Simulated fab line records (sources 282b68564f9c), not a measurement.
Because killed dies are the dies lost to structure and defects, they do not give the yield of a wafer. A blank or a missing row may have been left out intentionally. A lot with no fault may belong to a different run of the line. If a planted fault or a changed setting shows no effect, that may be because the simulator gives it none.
fab line records ; flow rit_cmos
record: lots: 15; wafers: 45; last_day: 7
route steps=202 shown NWELL@34 PWELL@43 NLDD@112
lots untouched by any fault: they come from a run of this same line in which no faults occurred
start_h: the number of hours between the record's first day and the start of the first shown wafer of the lot ; wait_h: hours from the lot's prior step to this one ; " identical to the entry in the row above ; L1.1+2: several wafers, shown together as one row ; - no value present, or no start provided ; * or withheld: withheld ; < > ~ a bound
route shown NAME@n: names a module that has steps shown in the file, with the first one's number in the route ; usual: mean and standard deviation over wafers with no fault ; same: alike in all rows ; chamber/n: place in a boat ; sites: per-site readings ; _std_site: standard deviation across them ; _edge_site: outer sites' mean less inner sites' ; radius_mm: for every site, how far away it sits from the centre of the wafer ; mask NAME#n: copy n ; behind: tool/chamber where the wafer was last shaped ; hold: the reason the lot was held/the length of the hold in hours/how it ended ; device: names the non-switching transistor (n, p or np) ; end of line: the tests these same wafers got at the end of their route ; step lacking rows: just its recipe ; killed: at the first sort, the dies lost to defects and structure; wafer yield is something else ; map: dies across one wafer; x = killed, . = not, _ = none there
set.NAME: the setting as run; set.NAME@STEP: as run at that earlier step ; model.NAME: the simulator's own value behind a step, which no gauge read
a sample of lots followed through the steps of the route, with each step as a table and each wafer as a row
services: a tool's chamber out of use, with start hour (start_h, from the record's first day; less than 0 if before it), hours out, and reason
== steps ==
step: RIT_NWELL_OVL_MEAS_06
usual: NWELL_OVL: -1.3/1.4
lot.wafer;tool;chamber;start_h;wait_h;NWELL_OVL[nm]
L920.1;overlay-01;-;21.61;-;-1.8
L920.2;overlay-01;-;21.61;-;-2.4
L920.5;overlay-01;-;21.61;-;-3.0
L921.3;overlay-02;-;26.74;-;-3.0
L921.4;overlay-02;-;26.74;-;-0.8
L921.5;overlay-02;-;26.74;-;-0.7
L923.3;overlay-02;-;36.24;-;-1.3
L923.5;overlay-02;-;36.24;-;-0.4
L923.6;overlay-02;-;36.24;-;-2.9
L925.1;overlay-01;-;47.57;-;-0.9
L925.2;overlay-01;-;47.57;-;-0.8
L925.5;overlay-01;-;47.57;-;-0.1
L926.2;overlay-02;-;51.77;-;-2.2
L926.3;overlay-02;-;51.77;-;-1.1
L926.6;overlay-02;-;51.77;-;-3.0
L927.1;overlay-02;-;57.31;-;0.2
L927.2;overlay-02;-;57.31;-;0.9
L927.5;overlay-02;-;57.31;-;-0.8
L928.2;overlay-01;-;60.85;-;-0.7
L928.3;overlay-01;-;60.85;-;-0.5
L928.5;overlay-01;-;60.85;-;-1.2
L929.1;overlay-02;-;65.98;-;-1.7
L929.3;overlay-02;-;65.98;-;-1.8
L929.5;overlay-02;-;65.98;-;0.1
L930.1;overlay-01;-;74.90;-;0.2
L930.4;overlay-01;-;74.90;-;-0.1
L930.6;overlay-01;-;74.90;-;0.1
L933.1;overlay-01;-;86.71;-;0.4
L933.4;overlay-01;-;86.71;-;1.2
L933.6;overlay-01;-;86.71;-;0.9
L937.2;overlay-02;-;108.20;-;-0.8
L937.3;overlay-02;-;108.20;-;-0.7
L937.6;overlay-02;-;108.20;-;0.0
L939.2;overlay-01;-;117.15;-;-1.5
L939.3;overlay-01;-;117.15;-;-2.8
L939.4;overlay-01;-;117.15;-;-3.5
L940.2;overlay-02;-;120.75;-;-0.8
L940.4;overlay-02;-;120.75;-;-2.2
L940.5;overlay-02;-;120.75;-;0.1
L941.1;overlay-01;-;131.14;-;-0.6
L941.4;overlay-01;-;131.14;-;-0.7
L941.5;overlay-01;-;131.14;-;-1.0
L942.2;overlay-02;-;135.54;-;-0.3
L942.3;overlay-02;-;135.54;-;1.7
L942.5;overlay-02;-;135.54;-;-2.0
step: RIT_PWELL_PEB_04
recipe: resist: NOVOLAK; temp_c: withheld; time_s: withheld
usual: chill_plate_temp_C: *; exhaust_pa: 45.1/0.74
lot.wafer;tool;chamber;start_h;wait_h;chill_plate_temp_C;exhaust_pa
L920.1;litho_track-03;0;23.13;0.4;*;45.5
L920.2;litho_track-03;0;23.13;0.4;*;45.0
L920.5;litho_track-03;0;23.13;0.4;*;44.7
L921.3;litho_track-01;0;28.02;0.1;*;45.3
L921.4;litho_track-01;0;28.02;0.1;*;46.1
L921.5;litho_track-01;0;28.02;0.1;*;45.2
L923.3;litho_track-03;0;37.52;0.1;*;45.8
L923.5;litho_track-03;0;37.52;0.1;*;45.1
L923.6;litho_track-03;0;37.52;0.1;*;44.6
L925.1;litho_track-02;0;48.82;0.1;*;44.4
L925.2;litho_track-02;0;48.82;0.1;*;45.2
L925.5;litho_track-02;0;48.82;0.1;*;45.3
L926.2;litho_track-01;0;53.03;0.1;*;44.3
L926.3;litho_track-01;0;53.03;0.1;*;44.3
L926.6;litho_track-01;0;53.03;0.1;*;45.0
L927.1;litho_track-03;0;58.68;0.1;*;45.1
L927.2;litho_track-03;0;58.68;0.1;*;44.1
L927.5;litho_track-03;0;58.68;0.1;*;44.6
L928.2;litho_track-01;-;62.12;0.1;-;-
L928.3;litho_track-01;-;62.12;0.1;-;-
L928.5;litho_track-01;-;62.12;0.1;-;-
L929.1;litho_track-01;-;67.22;0.1;-;-
L929.3;litho_track-01;-;67.22;0.1;-;-
L929.5;litho_track-01;-;67.22;0.1;-;-
L930.1;litho_track-02;-;76.48;0.2;-;-
L930.4;litho_track-02;-;76.48;0.2;-;-
L930.6;litho_track-02;-;76.48;0.2;-;-
L933.1;litho_track-02;0;87.95;0.1;*;44.2
L933.4;litho_track-02;0;87.95;0.1;*;43.9
L933.6;litho_track-02;0;87.95;0.1;*;44.6
L937.2;litho_track-03;0;109.45;0.1;*;44.7
L937.3;litho_track-03;0;109.45;0.1;*;44.7
L937.6;litho_track-03;0;109.45;0.1;*;44.7
L939.2;litho_track-01;0;118.65;0.2;*;45.0
L939.3;litho_track-01;0;118.65;0.2;*;45.3
L939.4;litho_track-01;0;118.65;0.2;*;43.9
L940.2;litho_track-03;0;122.14;0.1;*;45.3
L940.4;litho_track-03;0;122.14;0.1;*;44.2
L940.5;litho_track-03;0;122.14;0.1;*;45.4
L941.1;litho_track-02;0;132.45;0.1;*;46.0
L941.4;litho_track-02;0;132.45;0.1;*;45.7
L941.5;litho_track-02;0;132.45;0.1;*;46.2
L942.2;litho_track-03;0;136.93;0.1;*;46.4
L942.3;litho_track-03;0;136.93;0.1;*;46.5
L942.5;litho_track-03;0;136.93;0.1;*;45.8
step: RIT_PWELL_OVL_MEAS_06
usual: PWELL_OVL: 0.4/0.96
lot.wafer;tool;chamber;start_h;wait_h;PWELL_OVL[nm]
L920.1;overlay-01;-;23.44;-;2.1
L920.2;overlay-01;-;23.44;-;0.0
L920.5;overlay-01;-;23.44;-;1.7
L921.3;overlay-02;-;28.29;-;-1.4
L921.4;overlay-02;-;28.29;-;0.4
L921.5;overlay-02;-;28.29;-;0.4
L923.3;overlay-01;-;37.79;-;0.9
L923.5;overlay-01;-;37.79;-;1.0
L923.6;overlay-01;-;37.79;-;-0.1
L925.1;overlay-02;-;49.13;-;-0.9
L925.2;overlay-02;-;49.13;-;0.2
L925.5;overlay-02;-;49.13;-;-0.2
L926.2;overlay-01;-;53.32;-;1.1
L926.3;overlay-01;-;53.32;-;1.9
L926.6;overlay-01;-;53.32;-;1.7
L927.1;overlay-01;-;58.99;-;0.2
L927.2;overlay-01;-;58.99;-;0.7
L927.5;overlay-01;-;58.99;-;0.7
L928.2;overlay-01;-;62.42;-;0.3
L928.3;overlay-01;-;62.42;-;2.1
L928.5;overlay-01;-;62.42;-;-0.8
L929.1;overlay-02;-;67.53;-;2.7
L929.3;overlay-02;-;67.53;-;1.3
L929.5;overlay-02;-;67.53;-;2.2
L930.1;overlay-02;-;76.79;-;-1.4
L930.4;overlay-02;-;76.79;-;-2.4
L930.6;overlay-02;-;76.79;-;-0.4
L933.1;overlay-02;-;88.26;-;1.0
L933.4;overlay-02;-;88.26;-;1.6
L933.6;overlay-02;-;88.26;-;0.1
L937.2;overlay-01;-;109.75;-;-0.1
L937.3;overlay-01;-;109.75;-;-0.1
L937.6;overlay-01;-;109.75;-;0.0
L939.2;overlay-01;-;118.94;-;0.6
L939.3;overlay-01;-;118.94;-;0.2
L939.4;overlay-01;-;118.94;-;-1.0
L940.2;overlay-01;-;122.43;-;-0.7
L940.4;overlay-01;-;122.43;-;1.6
L940.5;overlay-01;-;122.43;-;0.0
L941.1;overlay-01;-;132.76;-;0.2
L941.4;overlay-01;-;132.76;-;0.7
L941.5;overlay-01;-;132.76;-;1.2
L942.2;overlay-01;-;137.22;-;1.4
L942.3;overlay-01;-;137.22;-;0.8
L942.5;overlay-01;-;137.22;-;0.2
step: RIT_NLDD_STRIP_09
recipe: chemistry: O2; time_s: 180; resist: NOVOLAK; platen_temp_c: withheld; power_w: 500; pressure_mtorr: 4000; o2_flow_sccm: 4000
usual: drypump_motor_current_A: 5.6/0.68
lot.wafer;tool;chamber;start_h;wait_h;drypump_motor_current_A;rf_hours_counter_h
L920.1;plasma_asher-04;0;46.19;0.1;6.3;26
L920.2;plasma_asher-04;1;46.19;0.1;5.9;26
L920.5;plasma_asher-04;1;46.19;0.1;5.9;-
L921.3;plasma_asher-01;0;49.74;0.1;4.9;-
L921.4;plasma_asher-01;1;49.74;0.1;6.3;-
L921.5;plasma_asher-01;0;49.74;0.1;4.9;-
L923.3;plasma_asher-02;0;57.39;0.1;5.1;-
L923.5;plasma_asher-02;0;57.39;0.1;5.1;-
L923.6;plasma_asher-02;1;57.39;0.1;4.7;-
L925.1;plasma_asher-01;0;68.86;0.1;4.9;43
L925.2;plasma_asher-01;1;68.86;0.1;6.4;43
L925.5;plasma_asher-01;1;68.86;0.1;6.4;-
L926.2;plasma_asher-01;1;79.23;0.1;6.4;43
L926.3;plasma_asher-01;0;79.23;0.1;4.9;-
L926.6;plasma_asher-01;0;79.23;0.1;4.9;-
L927.1;plasma_asher-04;0;82.02;0.1;6.3;30
L927.2;plasma_asher-04;1;82.02;0.1;5.9;30
L927.5;plasma_asher-04;0;82.02;0.1;6.3;-
L928.2;plasma_asher-02;1;82.31;0.1;4.7;44
L928.3;plasma_asher-02;1;82.31;0.1;4.7;-
L928.5;plasma_asher-02;0;82.31;0.1;5.2;-
L929.1;plasma_asher-02;1;91.42;0.1;4.7;45
L929.3;plasma_asher-02;1;91.42;0.1;4.7;-
L929.5;plasma_asher-02;0;91.42;0.1;5.1;-
L930.1;plasma_asher-04;1;97.79;0.1;5.9;32
L930.4;plasma_asher-04;0;97.79;0.1;6.3;-
L930.6;plasma_asher-04;0;97.79;0.1;6.3;-
L933.1;plasma_asher-01;1;113.56;0.1;6.3;47
L933.4;plasma_asher-01;1;113.56;0.1;6.3;-
L933.6;plasma_asher-01;0;113.56;0.1;4.9;-
L937.2;plasma_asher-04;1;134.19;0.1;5.9;36
L937.3;plasma_asher-04;0;134.19;0.1;6.3;-
L937.6;plasma_asher-04;0;134.19;0.1;6.3;-
L939.2;plasma_asher-04;0;139.43;0.1;6.3;37
L939.3;plasma_asher-04;0;139.43;0.1;6.3;-
L939.4;plasma_asher-04;1;139.43;0.1;5.9;-
L940.2;plasma_asher-04;0;147.15;0.1;6.3;38
L940.4;plasma_asher-04;0;147.15;0.1;6.3;-
L940.5;plasma_asher-04;0;147.15;0.1;6.3;-
L941.1;plasma_asher-04;1;158.77;0.1;5.9;38
L941.4;plasma_asher-04;0;158.77;0.1;6.3;-
L941.5;plasma_asher-04;1;158.77;0.1;5.9;-
L942.2;plasma_asher-01;0;161.56;0.1;4.9;52
L942.3;plasma_asher-01;0;161.56;0.1;4.9;-
L942.5;plasma_asher-01;0;161.56;0.1;4.9;-
== services ==
tool;chamber;start_h;hours;kind
plasma_asher-02;-;108.80;9.0;pm
plasma_asher-02;0;108.80;9.0;vent_cycle
plasma_asher-02;1;108.80;9.0;vent_cycle
plasma_asher-02;0;117.80;-;clean
plasma_asher-02;1;117.80;-;clean
== key ==
first_sign: step: RIT_PWELL_PEB_04; reading: tool_record; direction: missing
effect none on later readings
met_at RIT_PWELL_PEB_04
struck_lots L928,L929,L930
sort_left_out L928.2,L928.3,L928.5,L929.1,L929.3,L929.5,L930.1,L930.4,L930.6
tester_left_out L928,L929,L930
not_acting_at RIT_NWELL_OVL_MEAS_06,RIT_PWELL_OVL_MEAS_06,RIT_NLDD_STRIP_09
onset_between 53.03 62.12
fault: kind: skipped_step_whole; tool: litho_track-01,litho_track-02; chamber: -; onset_h: 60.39; steps: RIT_PWELL_PEB_04; scope: struck_lots_only
tester_left_out: of these lots the tester's yield and bins aren't shown, on N5 and GAA mostly nor the transistor test; their killed dies are dies lost to structure and defects alone, not to doping, threshold or leakage, so they don't give the yield
sort_left_out: the simulated sort isn't trusted on such a fault, so these wafers' sort isn't shown, and their yield isn't known
